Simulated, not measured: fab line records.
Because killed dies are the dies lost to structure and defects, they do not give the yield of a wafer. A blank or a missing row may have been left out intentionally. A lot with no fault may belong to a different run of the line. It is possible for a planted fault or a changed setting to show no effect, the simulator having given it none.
A lot that was struck, set against a sound lot    flow rit-cmos    27 steps out of a route of 202
Sound: wafers L975.1, L975.4, L975.5. The struck wafers were L961.1, L961.2, L961.4. The cause comes at the end.
At each step with rows: each side's tool, then ch and its chambers, then its first start. Under that, the readings that differ: sound wafers    struck wafers    difference of the means    sigmas: that difference in standard deviations of wafers without a fault.
alike: readings with means less than 2 such deviations apart, plus words and numbers identical on both sides. not compared: withheld readings, readings lacking a value on some wafer, bounds such as >300 that could conceal the same value, and numbers that have no deviation in the record and whose values overlap.
A row with sigmas, a row that says differs or no value, or rows on one side alone: a step with any of these is where the two part. Numbers that don't overlap but have no deviation are shown without sigmas and don't part them. Lack of a reading on every wafer of one side parts them only where that side has two or more wafers.

first, 4 steps without rows for these wafers: RIT_CONTACT_SOFTBAKE_04 (time 60 s); RIT_CONTACT_EXPOSE_05 (exposes mask M11, target cd 1000 nm); RIT_CONTACT_PEB_06; RIT_CONTACT_DEVELOP_07 (develop time 120 s).
RIT_CONTACT_CD_MEAS_08 targets a cd of 1000 nm.
  struck on cd-sem-02, day 4 17:02; sound on cd-sem-01, day 8 07:08
  alike: cd-nm
RIT_CONTACT_OVL_MEAS_09:
  struck on overlay-01, day 4 17:09; sound on overlay-02, day 8 07:16
  alike: CONTACT_OVL
then, 1 step without rows for these wafers: RIT_CONTACT_HARDBAKE_10 (time 60 s).
RIT_CONTACT_ETCH_11: etches SiO2 in CHF3/CF4/Ar, stops on TiSi2, target depth 480 nm, time 320 s.
  sound on rie-diel-01 ch 0,2,3, day 8 07:34; struck on rie-diel-04 ch 1,2,3, day 4 17:20
  alike: chamber-pressure-mTorr, drypump-motor-current-A, mfc-ar-sccm, oes-product-au, rf-fwd-power-W, throttle-valve-pct
  not compared: rf-hours-counter-h
RIT_CONTACT_STRIP_12: strips in O2, time 180 s.
  sound on plasma-asher-01 ch 0,1, day 8 07:46; struck on plasma-asher-02 ch 0,1, day 4 17:32
  alike: chamber-pressure-mTorr, drypump-motor-current-A
  not compared: rf-hours-counter-h
RIT_CONTACT_CD_MEAS_90 targets a cd of 1000 nm.
  struck on cd-sem-01, day 4 17:43; sound on cd-sem-01, day 8 07:56
  alike: cd-nm
then, 2 steps without rows for these wafers: RIT_CONTACT_CLEAN_13 (cleans in SC1, time 600 s); RIT_CONTACT_CLEAN_14 (cleans in SC2, time 600 s).
RIT_M1_SPUTTER_00: material Al, target thk 400 nm, time 500 s.
  struck on pvd-sputter-03, day 4 18:38; sound on pvd-sputter-04, day 8 08:26
  alike: chamber-pressure-pa, throttle-valve-pct
RIT_M1_RS_MEAS_01: a four-point-probe measurement.
  struck on film-metro-01, day 4 18:56; sound on film-metro-02, day 8 08:45
reading            sound                 struck                difference  sigmas
M1_AL_RS (ohm/sq)  0.0734 0.0736 0.0733  0.0363 0.0364 0.0363  -0.0371     -41
RIT_M1_THK_MEAS_02: measures by xrf.
  struck on film-metro-01, day 4 19:03; sound on film-metro-02, day 8 08:52
reading         sound        struck       difference  sigmas
M1_AL_THK (nm)  397 396 400  810 808 809  +411        +76
then, 6 steps without rows for these wafers: RIT_M1_HMDS_03 (prime time 60 s); RIT_M1_COAT_04 (resist thk 1300 nm); RIT_M1_SOFTBAKE_05 (time 60 s); RIT_M1_EXPOSE_06 (exposes mask M12, target cd 2600 nm); RIT_M1_PEB_07; RIT_M1_DEVELOP_08 (develop time 68 s).
RIT_M1_CD_MEAS_09 targets a cd of 2600 nm.
  struck on cd-sem-01, day 4 19:59; sound on cd-sem-01, day 8 09:53
reading     sound                 struck                difference  sigmas
cd-nm (nm)  2606.8 2604.1 2604.8  2595.9 2594.8 2598.1  -9.0        -3
RIT_M1_OVL_MEAS_10:
  struck on overlay-02, day 4 20:07; sound on overlay-01, day 8 10:00
  alike: M1_OVL
then, 1 step without rows for these wafers: RIT_M1_HARDBAKE_11 (time 120 s).
RIT_M1_METAL_ETCH_12: etches Al in Cl2/BCl3, stops on SiO2, time 165 s, target depth 600 nm.
  sound on rie-metal-03 ch 0,1, day 8 10:34; struck on rie-metal-04 ch 0,1, day 4 20:24
reading                         sound              struck             difference  sigmas
oes-product-au (a.u.)           0.775 0.779 0.773  0.950 1.036 0.957  +0.205      +22
model.etch.depth-nm (nm)        400.2 398.7 400.9  562.5 630 564.1    +185.6      
model.M1.feature-depth-nm (nm)  433.3 431.5 433.5  562.5 630 564.1    +152.8      
  alike: chamber-pressure-mTorr, drypump-motor-current-A, rf-fwd-power-W, throttle-valve-pct
  not compared: rf-hours-counter-h
then, 1 step without rows for these wafers: RIT_M1_STRIP_13 (strips in nmp, time 600 s).
RIT_M1_PROBE_99:
  struck on prober-01, day 4 22:39; sound on prober-02, day 8 13:53
reading                   sound           struck           difference  sigmas
defect-limited-yield (%)  98.9 96.6 98.5  0 0 0            -98         -82
killed_at_M0_to_M3        0 0 0           259 255 261      +258        +99 or more
killed-at-contacts        0 0 0           2 0 0            +1          +2
killed-dies               3 9 4           264 264 264      +259        +83
killed-on-rim             1 3 0           70 70 70         +69         +46
sort_bin_5_function (%)   1.1 1.5 1.1     99.6 99.2 100.0  +98.4       +99 or more
sort-n-pass               261 255 260     0 0 0            -259        -83
sort-yield-pct (%)        98.9 96.6 98.5  0 0 0            -98         -82
  alike: killed-at-front-end, killed-open, killed-short, sort_bin_3_pad_short, sort_bin_6_memory

WHERE THEY PART
At RIT_M1_RS_MEAS_01 first; at RIT_M1_PROBE_99 last (within this record only).

WHY: what the simulator had put in
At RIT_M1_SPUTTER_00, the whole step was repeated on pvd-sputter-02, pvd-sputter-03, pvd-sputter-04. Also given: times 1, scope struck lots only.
